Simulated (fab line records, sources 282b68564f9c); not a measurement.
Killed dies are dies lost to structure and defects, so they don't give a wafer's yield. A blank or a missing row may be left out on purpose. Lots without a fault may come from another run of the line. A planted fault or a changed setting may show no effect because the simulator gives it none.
fab line records | flow rit_cmos
record lots=5 wafers=15 last_day=7
route steps=202 shown GATE@92 REOX@98 NLDD@103 PLDD@114 SPACER@125
lots that met no fault: from a run of the same line without faults
start_h: hours from the record's first day to the start of the lot's first wafer shown | wait_h: hours since the lot's step before | " the same as in the row above | L1.1+2: a row that stands for several wafers | - no value, or no start given | * or withheld: withheld | < > ~ a bound
route shown NAME@n: a module of which the file shows steps, and the number in the route of the first | usual: mean/standard deviation of fault-free wafers | same: alike in all rows | chamber/n: place in a boat | sites: the reading at each site | _std_site: their standard deviation | _edge_site: outer sites' mean less inner sites' | radius_mm: how far each site lies from the wafer's centre | mask NAME#n: copy n | behind: the tool/chamber that last shaped the wafer | hold: why the lot was held/for how many hours/how that ended | device: the transistor (n, p or np) that didn't switch | end of line: the same wafers' tests at the end of the route | a step without rows: its recipe alone | killed: dies lost to structure and defects at the first sort, not the wafer's yield | map: a wafer's dies, x killed, . not, _ none there
set.NAME: the setting as run; set.NAME@STEP: as run at that earlier step | model.NAME: the simulator's own value behind a step, which no gauge read
lots at some steps of the route; a table a step, a row a wafer
services: from which hour (start_h, from the record's first day; less than 0 if before it) a tool's chamber was out of use, for how many hours, and why
## steps
# step RIT_GATE_CD_MEAS_16
# recipe target_cd_nm=150
# usual cd_nm=150.6/2.5
# columns lot.wafer tool chamber start_h wait_h cd_nm
L077.1 cd_sem-01 - 55.28 - 149.6
L077.3 " - " " 150.3
L077.5 " - " " 149.4
L078.3 cd_sem-01 - 60.11 - 153.6
L078.4 " - " " 155.4
L078.5 " - " " 152.0
L086.1 cd_sem-02 - 102.21 - 152.8
L086.2 " - " " 155.1
L086.3 " - " " 153.2
L088.2 cd_sem-02 - 106.23 - 151.4
L088.3 " - " " 153.8
L088.5 " - " " 150.7
L094.4 cd_sem-02 - 140.96 - 150.5
L094.5 " - " " 153.0
L094.6 " - " " 151.2
# step RIT_GATE_OVL_MEAS_17
# usual GATE_OVL=-0.4/1.3
# columns lot.wafer tool chamber start_h wait_h GATE_OVL[nm]
L077.1 overlay-02 - 55.40 0.1 -0.5
L077.3 " - " " 1.0
L077.5 " - " " -0.8
L078.3 overlay-01 - 60.20 0.1 0.9
L078.4 " - " " -1.5
L078.5 " - " " -0.2
L086.1 overlay-02 - 102.33 0.1 -1.6
L086.2 " - " " 1.0
L086.3 " - " " 1.1
L088.2 overlay-02 - 106.33 0.1 -2.6
L088.3 " - " " -1.3
L088.5 " - " " 0.5
L094.4 overlay-02 - 141.04 0.1 -0.9
L094.5 " - " " 0.1
L094.6 " - " " -0.1
# step RIT_GATE_HARDBAKE_18
# recipe resist=NOVOLAK temp_c=140 time_s=60
# usual heater_power_total_W=62.55/0.048
# columns lot.wafer tool chamber start_h wait_h heater_power_total_W
L077.1 litho_track-02 0 55.81 0.4 62.60
L077.3 " 0 " " 62.51
L077.5 " 0 " " 62.49
L078.3 litho_track-01 0 60.28 0.1 62.54
L078.4 " 0 " " 62.58
L078.5 " 0 " " 62.56
L086.1 litho_track-02 0 102.36 0.0 62.61
L086.2 " 0 " " 62.57
L086.3 " 0 " " 62.58
L088.2 litho_track-04 0 106.39 0.0 62.58
L088.3 " 0 " " 62.60
L088.5 " 0 " " 62.64
L094.4 litho_track-04 0 141.13 0.1 62.55
L094.5 " 0 " " 62.57
L094.6 " 0 " " 62.49
# step RIT_GATE_ETCH_19
# recipe chemistry=SF6/CHF3/O2 time_s=165 SF6_flow_sccm=30 CHF3_flow_sccm=30 O2_flow_sccm=5 target=poly-Si pressure_mtorr=40 rf_w=160 target_depth_a=3125 over_etch_frac=0.25 stop_on=SiO2
# usual drypump_motor_current_A=5.6/0.33 he_backside_leak_sccm=2.74/0.28 oes_product_au=0.842/0.013 throttle_valve_pct=10.31/0.13
# columns lot.wafer tool chamber start_h wait_h drypump_motor_current_A he_backside_leak_sccm oes_product_au rf_hours_counter_h throttle_valve_pct
L077.1 rie_si-02 2 55.96 0.1 5.6 2.47 0.837 111 10.35
L077.3 " 0 " " 5.8 2.70 0.849 2 10.27
L077.5 " 1 " " 5.6 2.36 0.832 - 10.44
L078.3 rie_si-01 1 60.38 0.1 5.3 2.86 0.831 53 10.45
L078.4 " 0 " " 5.3 2.63 0.862 148 10.48
L078.5 " 0 " " 5.3 2.69 0.868 - 10.48
L086.1 rie_si-01 3 102.51 0.1 5.0 2.68 0.833 93 10.17
L086.2 " 2 " " 5.9 2.96 0.836 144 10.09
L086.3 " 0 " " 5.3 2.63 0.867 148 10.47
L088.2 rie_si-01 2 106.51 0.1 5.9 3.23 0.836 144 10.08
L088.3 " 0 " " 5.3 2.68 0.866 148 10.47
L088.5 " 0 " " 5.3 2.77 0.864 - 10.48
L094.4 rie_si-01 2 141.26 0.1 5.9 3.05 0.839 - 10.06
L094.5 " 3 " " 5.0 2.65 0.841 - 10.17
L094.6 " 1 " " 5.3 2.85 0.842 - 10.44
# step RIT_GATE_STRIP_20
# recipe chemistry=O2 time_s=180 resist=NOVOLAK platen_temp_c=withheld power_w=500 pressure_mtorr=4000 o2_flow_sccm=4000
# usual drypump_motor_current_A=5.99/0.28
# columns lot.wafer tool chamber start_h wait_h drypump_motor_current_A rf_hours_counter_h
L077.1 plasma_asher-04 0 56.07 0.1 6.04 43
L077.3 " 0 " " 6.01 -
L077.5 " 1 " " 5.34 -
L078.3 plasma_asher-04 1 60.54 0.1 5.35 -
L078.4 " 0 " " 6.03 -
L078.5 " 0 " " 6.02 -
L086.1 plasma_asher-02 0 102.62 0.1 6.08 47
L086.2 " 1 " " 6.12 47
L086.3 " 0 " " 6.07 -
L088.2 plasma_asher-03 1 106.62 0.1 6.34 30
L088.3 " 0 " " 5.85 -
L088.5 " 1 " " 6.33 -
L094.4 plasma_asher-02 0 141.37 0.1 6.04 -
L094.5 " 0 " " 6.05 -
L094.6 " 1 " " 6.14 -
# step RIT_GATE_CD_MEAS_90
# recipe target_cd_nm=150
# usual cd_nm=150.5/2.5
# columns lot.wafer tool chamber start_h wait_h cd_nm
L077.1 cd_sem-02 - 56.24 0.1 149.3
L077.3 " - " " 150.5
L077.5 " - " " 149.2
L078.3 cd_sem-01 - 60.70 0.1 153.4
L078.4 " - " " 155.2
L078.5 " - " " 152.2
L086.1 cd_sem-02 - 102.80 0.1 153.0
L086.2 " - " " 155.4
L086.3 " - " " 153.2
L088.2 cd_sem-01 - 106.82 0.1 151.5
L088.3 " - " " 153.3
L088.5 " - " " 150.9
L094.4 cd_sem-02 - 141.55 0.1 150.3
L094.5 " - " " 153.3
L094.6 " - " " 151.5
# step RIT_REOX_CLEAN_00
# recipe chemistry=SC1 mix=3:3:50 time_s=600 temp_c=75
# usual bath_heat_duty_pct=15.6/1.2 temp_c=74.99/0.14
# columns lot.wafer tool chamber start_h wait_h bath_heat_duty_pct temp_c
L077.1 wet_bench-04 0 56.36 0.1 15.2 74.81
L077.3 " 0 " " 16.5 74.85
L077.5 " 0 " " 14.8 75.02
L078.3 wet_bench-04 2 60.78 0.1 14.4 74.86
L078.4 " 2 " " 13.8 74.87
L078.5 " 2 " " 17.0 75.11
L086.1 wet_bench-02 3 102.92 0.1 14.0 74.91
L086.2 " 3 " " 14.8 74.62
L086.3 " 3 " " 15.6 74.87
L088.2 wet_bench-04 3 106.92 0.1 16.8 74.93
L088.3 " 3 " " 17.1 75.11
L088.5 " 3 " " 16.8 75.28
L094.4 wet_bench-04 3 141.61 0.0 17.4 74.92
L094.5 " 3 " " 16.3 74.99
L094.6 " 3 " " 16.8 74.89
# step RIT_REOX_CLEAN_01
# recipe chemistry=dHF dilution=50:1 time_s=30
# columns lot.wafer tool chamber start_h wait_h
L077.1+3+5 wet_bench-02 2 56.54 0.0
L078.3+4+5 wet_bench-02 1 60.96 0.0
L086.1+2+3 wet_bench-03 0 103.30 0.0
L088.2+3+5 wet_bench-02 2 107.09 0.0
L094.4+5+6 wet_bench-03 2 141.79 0.0
# step RIT_REOX_CLEAN_02
# recipe chemistry=SC2 mix=3:3:50 time_s=600 temp_c=75 dry=n2_spin
# usual bath_heat_duty_pct=15.8/1.1 temp_c=75.00/0.12
# columns lot.wafer tool chamber start_h wait_h bath_heat_duty_pct temp_c
L077.1 wet_bench-03 0 56.56 0.0 15.5 75.06
L077.3 " 0 " " 15.3 75.10
L077.5 " 0 " " 15.2 75.04
L078.3 wet_bench-04 1 60.97 0.0 16.0 75.11
L078.4 " 1 " " 16.7 75.11
L078.5 " 1 " " 17.3 75.10
L086.1 wet_bench-04 3 103.31 0.0 16.0 74.97
L086.2 " 3 " " 16.0 74.86
L086.3 " 3 " " 16.9 75.11
L088.2 wet_bench-03 3 107.12 0.0 19.0 74.89
L088.3 " 3 " " 17.3 74.78
L088.5 " 3 " " 18.1 74.92
L094.4 wet_bench-04 1 141.80 0.0 16.7 75.19
L094.5 " 1 " " 17.1 74.99
L094.6 " 1 " " 15.6 75.01
# step RIT_REOX_OXIDATION_03
# recipe temp_c=900 ambient=O2 target_thk_a=252 ox_time_s=5580
# usual spike_tc_centre_C=902.5/1.7
# columns lot.wafer tool chamber start_h wait_h spike_tc_centre_C
L077.1 furnace-04 0 57.60 0.9 901.9
L077.3 " 0 " " 901.7
L077.5 " 0 " " 901.0
L078.3 furnace-04 0 61.46 0.3 902.4
L078.4 " 0 " " 901.5
L078.5 " 0 " " 900.4
L086.1 furnace-03 0 104.10 0.4 905.2
L086.2 " 0 " " 905.9
L086.3 " 0 " " 902.8
L088.2 furnace-04 0 108.24 0.9 899.8
L088.3 " 0 " " 902.3
L088.5 " 0 " " 900.2
L094.4 furnace-01 0 141.98 0.0 900.4
L094.5 " 0 " " 899.0
L094.6 " 0 " " 904.5
# step RIT_REOX_THK_MEAS_04
# recipe reads=SiO2_of_REOX_OXIDATION_03
# usual REOX_OXIDE_THK=25.4/0.42
# columns lot.wafer tool chamber start_h wait_h REOX_OXIDE_THK[nm]
L077.1 film_metro-01 - 60.15 0.0 24.6
L077.3 " - " " 24.7
L077.5 " - " " 25.0
L078.3 film_metro-01 - 64.03 0.0 25.6
L078.4 " - " " 25.6
L078.5 " - " " 25.7
L086.1 film_metro-01 - 106.65 0.0 25.4
L086.2 " - " " 25.6
L086.3 " - " " 25.6
L088.2 film_metro-01 - 110.80 0.0 26.4
L088.3 " - " " 26.2
L088.5 " - " " 25.8
L094.4 film_metro-04 - 144.56 0.0 24.7
L094.5 " - " " 25.0
L094.6 " - " " 24.7
# step RIT_NLDD_HMDS_00
# recipe prime_time_s=60 prime_temp_c=140
# columns lot.wafer tool chamber start_h wait_h
L077.1+3+5 litho_track-02 0 60.21 0.1
L078.3+4+5 litho_track-03 0 64.12 0.1
L086.1+2+3 litho_track-02 0 106.71 0.1
L088.2+3+5 litho_track-01 0 110.87 0.1
L094.4+5+6 litho_track-03 0 144.84 0.3
# step RIT_NLDD_COAT_01
# recipe resist=NOVOLAK spin_rpm=3250 resist_thk_nm=1000
# usual dispense_pressure_kPa=49.8/1.3 spin_speed_rpm=3249.7/2.3
# columns lot.wafer tool chamber start_h wait_h dispense_pressure_kPa spin_speed_rpm
L077.1 litho_track-02 0 60.36 0.1 51.1 3249.5
L077.3 " 0 " " 51.1 3251.6
L077.5 " 0 " " 51.2 3246.7
L078.3 litho_track-03 0 64.27 0.1 49.8 3242.9
L078.4 " 0 " " 49.7 3250.9
L078.5 " 0 " " 49.8 3247.5
L086.1 litho_track-02 0 106.86 0.1 51.2 3253.6
L086.2 " 0 " " 51.2 3252.7
L086.3 " 0 " " 51.2 3249.6
L088.2 litho_track-01 0 111.02 0.1 48.1 3246.1
L088.3 " 0 " " 48.0 3252.5
L088.5 " 0 " " 47.9 3250.9
L094.4 litho_track-03 0 144.99 0.1 49.8 3247.3
L094.5 " 0 " " 49.8 3245.8
L094.6 " 0 " " 49.8 3248.9
# step RIT_NLDD_SOFTBAKE_02
# recipe resist=NOVOLAK temp_c=90 time_s=60
# usual heater_power_total_W=34.56/0.049
# columns lot.wafer tool chamber start_h wait_h heater_power_total_W
L077.1 litho_track-02 0 60.51 0.1 34.48
L077.3 " 0 " " 34.60
L077.5 " 0 " " 34.55
L078.3 litho_track-03 0 64.42 0.1 34.51
L078.4 " 0 " " 34.56
L078.5 " 0 " " 34.63
L086.1 litho_track-02 0 107.01 0.1 34.58
L086.2 " 0 " " 34.53
L086.3 " 0 " " 34.55
L088.2 litho_track-01 0 111.17 0.1 34.54
L088.3 " 0 " " 34.64
L088.5 " 0 " " 34.62
L094.4 litho_track-03 0 145.14 0.1 34.47
L094.5 " 0 " " 34.66
L094.6 " 0 " " 34.62
# step RIT_NLDD_EXPOSE_03
# recipe mask_id=M7 na=0.57 target_cd_nm=40700 dose_mj=250
# columns lot.wafer tool chamber start_h wait_h mask
L077.1+3+5 iline_stepper-02 0 60.66 0.1 M7#0
L078.3+4+5 iline_stepper-01 0 64.80 0.4 M7#0
L086.1+2+3 iline_stepper-02 0 107.29 0.2 M7#0
L088.2+3+5 iline_stepper-02 0 111.44 0.2 M7#0
L094.4+5+6 iline_stepper-02 0 145.40 0.2 M7#0
# step RIT_NLDD_PEB_04
# recipe resist=NOVOLAK temp_c=withheld time_s=withheld
# columns lot.wafer tool chamber start_h wait_h
L077.1+3+5 litho_track-01 0 60.77 0.1
L078.3+4+5 litho_track-02 0 64.93 0.1
L086.1+2+3 litho_track-02 0 107.41 0.1
L088.2+3+5 litho_track-03 0 111.56 0.1
L094.4+5+6 litho_track-01 0 145.53 0.1
# step RIT_NLDD_DEVELOP_05
# recipe resist=NOVOLAK develop_time_s=50 dev_temp_c=23
# columns lot.wafer tool chamber start_h wait_h
L077.1+3+5 litho_track-01 0 - -
L078.3+4+5 litho_track-02 0 - -
L086.1+2+3 litho_track-02 0 - -
L088.2+3+5 litho_track-03 0 - -
L094.4+5+6 litho_track-01 0 - -
# step RIT_NLDD_OVL_MEAS_06
# usual NLDD_OVL=1.3/1.5
# columns lot.wafer tool chamber start_h wait_h NLDD_OVL[nm]
L077.1 overlay-01 - 61.06 - 3.4
L077.3 " - " " 2.3
L077.5 " - " " 2.2
L078.3 overlay-02 - 65.18 - -0.1
L078.4 " - " " -2.2
L078.5 " - " " -1.0
L086.1 overlay-02 - 107.69 - 1.9
L086.2 " - " " 2.6
L086.3 " - " " 0.7
L088.2 overlay-02 - 111.83 - 1.9
L088.3 " - " " 2.7
L088.5 " - " " 4.1
L094.4 overlay-01 - 145.76 - 0.4
L094.5 " - " " 2.0
L094.6 " - " " 1.2
# step RIT_NLDD_HARDBAKE_07
# recipe resist=NOVOLAK temp_c=140 time_s=60
# usual heater_power_total_W=62.55/0.049
# columns lot.wafer tool chamber start_h wait_h heater_power_total_W
L077.1 litho_track-02 0 61.09 0.0 62.58
L077.3 " 0 " " 62.50
L077.5 " 0 " " 62.47
L078.3 litho_track-02 0 65.25 0.1 62.58
L078.4 " 0 " " 62.57
L078.5 " 0 " " 62.55
L086.1 litho_track-03 0 107.73 0.0 62.57
L086.2 " 0 " " 62.53
L086.3 " 0 " " 62.49
L088.2 litho_track-03 0 111.88 0.0 62.46
L088.3 " 0 " " 62.57
L088.5 " 0 " " 62.59
L094.4 litho_track-01 0 145.85 0.1 62.53
L094.5 " 0 " " 62.58
L094.6 " 0 " " 62.56
# step RIT_NLDD_IMPLANT_08
# recipe species=P energy_kev=20 dose_cm2=5e+14 tilt_deg=7
# usual faraday_current_uA=1571/32 tilt_deg=6.999/0.019
# columns lot.wafer tool chamber start_h wait_h faraday_current_uA tilt_deg
L077.1 implanter-03 0 61.24 0.1 1590 6.997
L077.3 " 0 " " 1609 7.013
L077.5 " 0 " " 1520 6.974
L078.3 implanter-04 0 65.40 0.1 1518 7.006
L078.4 " 0 " " 1556 7.012
L078.5 " 0 " " 1541 7.019
L086.1 implanter-03 0 107.88 0.1 1571 6.985
L086.2 " 0 " " 1545 7.015
L086.3 " 0 " " 1589 7.017
L088.2 implanter-01 0 112.03 0.1 1583 6.984
L088.3 " 0 " " 1556 6.997
L088.5 " 0 " " 1585 6.975
L094.4 implanter-04 0 146.00 0.1 1554 7.020
L094.5 " 0 " " 1592 7.011
L094.6 " 0 " " 1590 6.994
# step RIT_NLDD_STRIP_09
# recipe chemistry=O2 time_s=180 resist=NOVOLAK platen_temp_c=withheld power_w=500 pressure_mtorr=4000 o2_flow_sccm=4000
# usual drypump_motor_current_A=5.7/0.4
# columns lot.wafer tool chamber start_h wait_h drypump_motor_current_A rf_hours_counter_h
L077.1 plasma_asher-04 1 61.39 0.1 5.3 43
L077.3 " 1 " " 5.3 -
L077.5 " 1 " " 5.3 -
L078.3 plasma_asher-04 0 65.56 0.1 6.0 -
L078.4 " 1 " " 5.3 -
L078.5 " 0 " " 6.0 -
L086.1 plasma_asher-03 0 108.03 0.1 5.9 30
L086.2 " 1 " " 6.3 30
L086.3 " 1 " " 6.3 -
L088.2 plasma_asher-03 0 112.16 0.1 5.9 31
L088.3 " 0 " " 5.9 -
L088.5 " 0 " " 5.9 -
L094.4 plasma_asher-04 0 146.24 0.2 6.0 -
L094.5 " 0 " " 6.0 -
L094.6 " 1 " " 5.3 -
# step RIT_NLDD_TW_MEAS_10
# usual NLDD_TW=2497/39
# columns lot.wafer tool chamber start_h wait_h NLDD_TW
L077.1 film_metro-03 - 61.57 0.1 2444
L077.3 " - " " 2440
L077.5 " - " " 2437
L078.3 film_metro-02 - 65.69 0.1 2520
L078.4 " - " " 2524
L078.5 " - " " 2528
L086.1 film_metro-03 - 108.20 0.1 2442
L086.2 " - " " 2444
L086.3 " - " " 2436
L088.2 film_metro-04 - 112.34 0.1 2526
L088.3 " - " " 2516
L088.5 " - " " 2520
L094.4 film_metro-03 - 146.39 0.1 2464
L094.5 " - " " 2456
L094.6 " - " " 2456
# step RIT_PLDD_HMDS_00
# recipe prime_time_s=60 prime_temp_c=140
# columns lot.wafer tool chamber start_h wait_h
L077.1+3+5 litho_track-04 0 61.63 0.1
L078.3+4+5 litho_track-03 0 65.78 0.1
L086.1+2+3 litho_track-04 0 108.26 0.1
L088.2+3+5 litho_track-04 0 112.43 0.1
L094.4+5+6 litho_track-01 0 146.49 0.1
# step RIT_PLDD_COAT_01
# recipe resist=NOVOLAK spin_rpm=3250 resist_thk_nm=1000
# usual dispense_pressure_kPa=48.6/0.65 spin_speed_rpm=3250.6/2.3
# columns lot.wafer tool chamber start_h wait_h dispense_pressure_kPa spin_speed_rpm
L077.1 litho_track-04 0 61.78 0.1 48.9 3254.6
L077.3 " 0 " " 48.9 3249.6
L077.5 " 0 " " 48.9 3252.4
L078.3 litho_track-03 0 65.93 0.1 49.8 3251.9
L078.4 " 0 " " 49.8 3251.0
L078.5 " 0 " " 49.7 3248.8
L086.1 litho_track-04 0 108.41 0.1 48.9 3251.6
L086.2 " 0 " " 48.9 3249.0
L086.3 " 0 " " 48.9 3247.2
L088.2 litho_track-04 0 112.58 0.1 48.9 3253.4
L088.3 " 0 " " 48.9 3249.1
L088.5 " 0 " " 48.9 3248.2
L094.4 litho_track-01 0 146.64 0.1 48.0 3249.0
L094.5 " 0 " " 48.0 3248.5
L094.6 " 0 " " 48.0 3249.3
# step RIT_PLDD_SOFTBAKE_02
# recipe resist=NOVOLAK temp_c=90 time_s=58.98
# usual heater_power_total_W=34.73/0.057
# columns lot.wafer tool chamber start_h wait_h heater_power_total_W
L077.1 litho_track-04 0 61.93 0.1 34.67
L077.3 " 0 " " 34.79
L077.5 " 0 " " 34.77
L078.3 litho_track-03 0 66.08 0.1 34.76
L078.4 " 0 " " 34.73
L078.5 " 0 " " 34.73
L086.1 litho_track-04 0 108.56 0.1 34.72
L086.2 " 0 " " 34.74
L086.3 " 0 " " 34.79
L088.2 litho_track-04 0 112.73 0.1 34.83
L088.3 " 0 " " 34.78
L088.5 " 0 " " 34.58
L094.4 litho_track-01 0 146.79 0.1 34.79
L094.5 " 0 " " 34.78
L094.6 " 0 " " 34.71
# step RIT_PLDD_EXPOSE_03
# recipe mask_id=M8 na=0.57 target_cd_nm=40900 dose_mj=250
# columns lot.wafer tool chamber start_h wait_h mask
L077.1+3+5 iline_stepper-02 0 62.20 0.3 M8#0
L078.3+4+5 iline_stepper-01 0 66.40 0.3 M8#0
L086.1+2+3 iline_stepper-01 0 108.71 0.1 M8#0
L088.2+3+5 iline_stepper-01 0 113.00 0.2 M8#0
L094.4+5+6 iline_stepper-02 0 146.92 0.1 M8#0
# step RIT_PLDD_PEB_04
# recipe resist=NOVOLAK temp_c=withheld time_s=withheld
# columns lot.wafer tool chamber start_h wait_h
L077.1+3+5 litho_track-01 0 62.32 0.1
L078.3+4+5 litho_track-04 0 66.62 0.2
L086.1+2+3 litho_track-04 0 108.83 0.1
L088.2+3+5 litho_track-01 0 113.12 0.1
L094.4+5+6 litho_track-03 0 147.06 0.1
# step RIT_PLDD_DEVELOP_05
# recipe resist=NOVOLAK develop_time_s=50 dev_temp_c=23
# columns lot.wafer tool chamber start_h wait_h
L077.1+3+5 litho_track-01 0 - -
L078.3+4+5 litho_track-04 0 - -
L086.1+2+3 litho_track-04 0 - -
L088.2+3+5 litho_track-01 0 - -
L094.4+5+6 litho_track-03 0 - -
# step RIT_PLDD_OVL_MEAS_06
# usual PLDD_OVL=0.4/1.3
# columns lot.wafer tool chamber start_h wait_h PLDD_OVL[nm]
L077.1 overlay-01 - 62.60 - -2.0
L077.3 " - " " -1.7
L077.5 " - " " -0.6
L078.3 overlay-01 - 66.86 - 2.8
L078.4 " - " " 4.6
L078.5 " - " " 2.1
L086.1 overlay-02 - 109.11 - 0.1
L086.2 " - " " -0.6
L086.3 " - " " 0.0
L088.2 overlay-01 - 113.38 - 1.4
L088.3 " - " " 1.6
L088.5 " - " " 0.1
L094.4 overlay-02 - 147.28 - -1.4
L094.5 " - " " -2.2
L094.6 " - " " -1.6
# step RIT_PLDD_HARDBAKE_07
# recipe resist=NOVOLAK temp_c=140 time_s=60
# usual heater_power_total_W=62.55/0.049
# columns lot.wafer tool chamber start_h wait_h heater_power_total_W
L077.1 litho_track-01 0 62.64 0.0 62.47
L077.3 " 0 " " 62.56
L077.5 " 0 " " 62.50
L078.3 litho_track-03 0 66.94 0.1 62.51
L078.4 " 0 " " 62.46
L078.5 " 0 " " 62.54
L086.1 litho_track-03 0 109.15 0.0 62.66
L086.2 " 0 " " 62.51
L086.3 " 0 " " 62.55
L088.2 litho_track-03 0 113.44 0.0 62.51
L088.3 " 0 " " 62.57
L088.5 " 0 " " 62.54
L094.4 litho_track-04 0 147.38 0.1 62.57
L094.5 " 0 " " 62.53
L094.6 " 0 " " 62.55
# step RIT_PLDD_IMPLANT_08
# recipe species=BF2 energy_kev=20 dose_cm2=9e+14 tilt_deg=7
# usual faraday_current_uA=2820/54 tilt_deg=6.998/0.022
# columns lot.wafer tool chamber start_h wait_h faraday_current_uA tilt_deg
L077.1 implanter-03 0 62.79 0.1 2839 7.011
L077.3 " 0 " " 2848 6.996
L077.5 " 0 " " 2903 7.027
L078.3 implanter-02 0 67.09 0.1 2875 7.010
L078.4 " 0 " " 2744 6.974
L078.5 " 0 " " 2836 6.991
L086.1 implanter-03 0 109.30 0.1 2759 7.017
L086.2 " 0 " " 2843 7.022
L086.3 " 0 " " 2838 7.015
L088.2 implanter-01 0 113.59 0.1 2885 7.029
L088.3 " 0 " " 2831 7.024
L088.5 " 0 " " 2725 7.021
L094.4 implanter-03 0 147.53 0.1 2829 6.992
L094.5 " 0 " " 2833 7.013
L094.6 " 0 " " 2824 6.986
# step RIT_PLDD_STRIP_09
# recipe chemistry=O2 time_s=180 resist=NOVOLAK platen_temp_c=withheld power_w=500 pressure_mtorr=4000 o2_flow_sccm=4000
# usual drypump_motor_current_A=5.7/0.39
# columns lot.wafer tool chamber start_h wait_h drypump_motor_current_A rf_hours_counter_h
L077.1 plasma_asher-01 1 62.94 0.1 5.1 41
L077.3 " 1 " " 5.1 -
L077.5 " 1 " " 5.1 -
L078.3 plasma_asher-02 0 67.25 0.1 6.1 -
L078.4 " 1 " " 6.1 -
L078.5 " 1 " " 6.1 -
L086.1 plasma_asher-02 0 109.45 0.1 6.1 48
L086.2 " 1 " " 6.1 48
L086.3 " 1 " " 6.1 -
L088.2 plasma_asher-01 1 113.78 0.2 5.1 47
L088.3 " 0 " " 5.7 -
L088.5 " 0 " " 5.7 -
L094.4 plasma_asher-04 1 147.66 0.1 5.3 -
L094.5 " 1 " " 5.3 -
L094.6 " 0 " " 6.0 -
# step RIT_PLDD_TW_MEAS_10
# usual PLDD_TW=2361/30
# columns lot.wafer tool chamber start_h wait_h PLDD_TW
L077.1 film_metro-02 - 63.11 0.1 2375
L077.3 " - " " 2359
L077.5 " - " " 2386
L078.3 film_metro-02 - 67.38 0.1 2367
L078.4 " - " " 2387
L078.5 " - " " 2373
L086.1 film_metro-03 - 109.62 0.1 2298
L086.2 " - " " 2302
L086.3 " - " " 2297
L088.2 film_metro-04 - 113.96 0.1 2380
L088.3 " - " " 2359
L088.5 " - " " 2368
L094.4 film_metro-04 - 147.81 0.1 2383
L094.5 " - " " 2382
L094.6 " - " " 2377
# step RIT_SPACER_CLEAN_00
# recipe chemistry=SC1 mix=3:3:50 time_s=614.6 temp_c=75
# usual bath_heat_duty_pct=15.7/1.4 temp_c=75.03/0.11
# columns lot.wafer tool chamber start_h wait_h bath_heat_duty_pct temp_c
L077.1 wet_bench-04 3 63.17 0.1 15.5 75.07
L077.3 " 3 " " 18.1 75.10
L077.5 " 3 " " 15.4 74.94
L078.3 wet_bench-04 3 67.42 0.0 16.6 74.99
L078.4 " 3 " " 16.4 75.08
L078.5 " 3 " " 16.6 75.01
L086.1 wet_bench-02 1 109.68 0.1 15.8 74.87
L086.2 " 1 " " 16.8 75.25
L086.3 " 1 " " 14.8 75.14
L088.2 wet_bench-01 2 114.01 0.0 19.3 75.00
L088.3 " 2 " " 20.1 74.85
L088.5 " 2 " " 19.8 75.03
L094.4 wet_bench-04 0 147.84 0.0 16.8 74.91
L094.5 " 0 " " 16.9 75.04
L094.6 " 0 " " 15.9 75.11
# step RIT_SPACER_CLEAN_01
# recipe chemistry=dHF dilution=50:1 time_s=30
# columns lot.wafer tool chamber start_h wait_h
L077.1+3+5 wet_bench-01 2 63.35 0.0
L078.3+4+5 wet_bench-02 3 67.61 0.0
L086.1+2+3 wet_bench-01 0 110.03 0.0
L088.2+3+5 wet_bench-02 0 114.19 0.0
L094.4+5+6 wet_bench-01 3 148.03 0.0
# step RIT_SPACER_CLEAN_02
# recipe chemistry=SC2 mix=3:3:50 time_s=600 temp_c=75 dry=n2_spin
# usual bath_heat_duty_pct=15.5/2.5 temp_c=74.98/0.11
# columns lot.wafer tool chamber start_h wait_h bath_heat_duty_pct temp_c
L077.1 wet_bench-04 0 63.37 0.0 17.1 74.95
L077.3 " 0 " " 15.1 74.97
L077.5 " 0 " " 14.9 74.71
L078.3 wet_bench-01 2 67.63 0.0 21.2 74.91
L078.4 " 2 " " 17.8 75.05
L078.5 " 2 " " 19.6 75.07
L086.1 wet_bench-04 1 110.05 0.0 17.0 75.01
L086.2 " 1 " " 16.9 74.75
L086.3 " 1 " " 17.3 75.09
L088.2 wet_bench-01 0 114.22 0.0 12.8 74.95
L088.3 " 0 " " 11.4 74.86
L088.5 " 0 " " 12.7 74.89
L094.4 wet_bench-02 0 148.05 0.0 14.7 75.25
L094.5 " 0 " " 15.7 75.06
L094.6 " 0 " " 15.4 75.20
# step RIT_SPACER_CVD_03
# recipe material=Si3N4 target_thk_nm=250 temp_c=810 precursor=SiH2Cl2/NH3 time_s=3300 pressure_mtorr=300 sih2cl2_flow_sccm=60 nh3_flow_sccm=150
# usual spike_tc_centre_C=811.9/1.5
# columns lot.wafer tool chamber start_h wait_h spike_tc_centre_C
L077.1 lpcvd-01 0 63.54 0.0 809.7
L077.3 " 0 " " 811.3
L077.5 " 0 " " 810.5
L078.3 lpcvd-01 0 67.81 0.0 812.1
L078.4 " 0 " " 809.6
L078.5 " 0 " " 809.8
L086.1 lpcvd-01 0 110.22 0.0 809.9
L086.2 " 0 " " 812.0
L086.3 " 0 " " 810.0
L088.2 lpcvd-02 0 114.40 0.0 812.8
L088.3 " 0 " " 811.8
L088.5 " 0 " " 814.7
L094.4 lpcvd-01 1 148.53 0.3 812.4
L094.5 " 1 " " 809.9
L094.6 " 1 " " 809.8
# step RIT_SPACER_THK_MEAS_04
# recipe reads=Si3N4_of_SPACER_CVD_03
# usual SPACER_NITRIDE_THK=249.5/2.5
# columns lot.wafer tool chamber start_h wait_h SPACER_NITRIDE_THK[nm]
L077.1 film_metro-01 - 65.46 0.0 248.4
L077.3 " - " " 247.0
L077.5 " - " " 247.7
L078.3 film_metro-02 - 69.74 0.0 249.6
L078.4 " - " " 248.6
L078.5 " - " " 250.1
L086.1 film_metro-02 - 112.14 0.0 250.6
L086.2 " - " " 249.2
L086.3 " - " " 249.8
L088.2 film_metro-03 - 116.32 0.0 253.3
L088.3 " - " " 250.2
L088.5 " - " " 249.4
L094.4 film_metro-01 - 150.48 0.0 252.2
L094.5 " - " " 249.3
L094.6 " - " " 254.0
## services
# columns tool chamber start_h hours kind
plasma_asher-03 - 31.99 31.5 repair
furnace-03 - 42.05 2.9 pm
implanter-04 - 45.12 4.3 repair
plasma_asher-03 - 63.47 2.8 pm
implanter-02 - 75.30 3.0 pm
rie_si-02 2 76.38 2.1 repair
implanter-04 - 107.72 3.5 repair
plasma_asher-04 - 108.75 9.0 pm
plasma_asher-04 0 108.75 9.0 vent_cycle
plasma_asher-04 1 108.75 9.0 vent_cycle
plasma_asher-04 0 117.75 - clean
plasma_asher-04 1 117.75 - clean
rie_si-01 0 120.25 - clean
rie_si-01 0 120.25 22.6 scheduled_down
rie_si-01 0 120.25 22.6 vent_cycle
furnace-04 - 133.46 3.8 pm
plasma_asher-03 - 139.37 6.4 repair
rie_si-01 2 142.81 - clean
rie_si-01 2 142.81 18.1 scheduled_down
rie_si-01 2 142.81 18.1 vent_cycle
plasma_asher-01 - 145.12 2.8 pm
implanter-02 - 147.27 1.1 repair
lpcvd-02 - 147.70 29.3 repair
## key
fault none
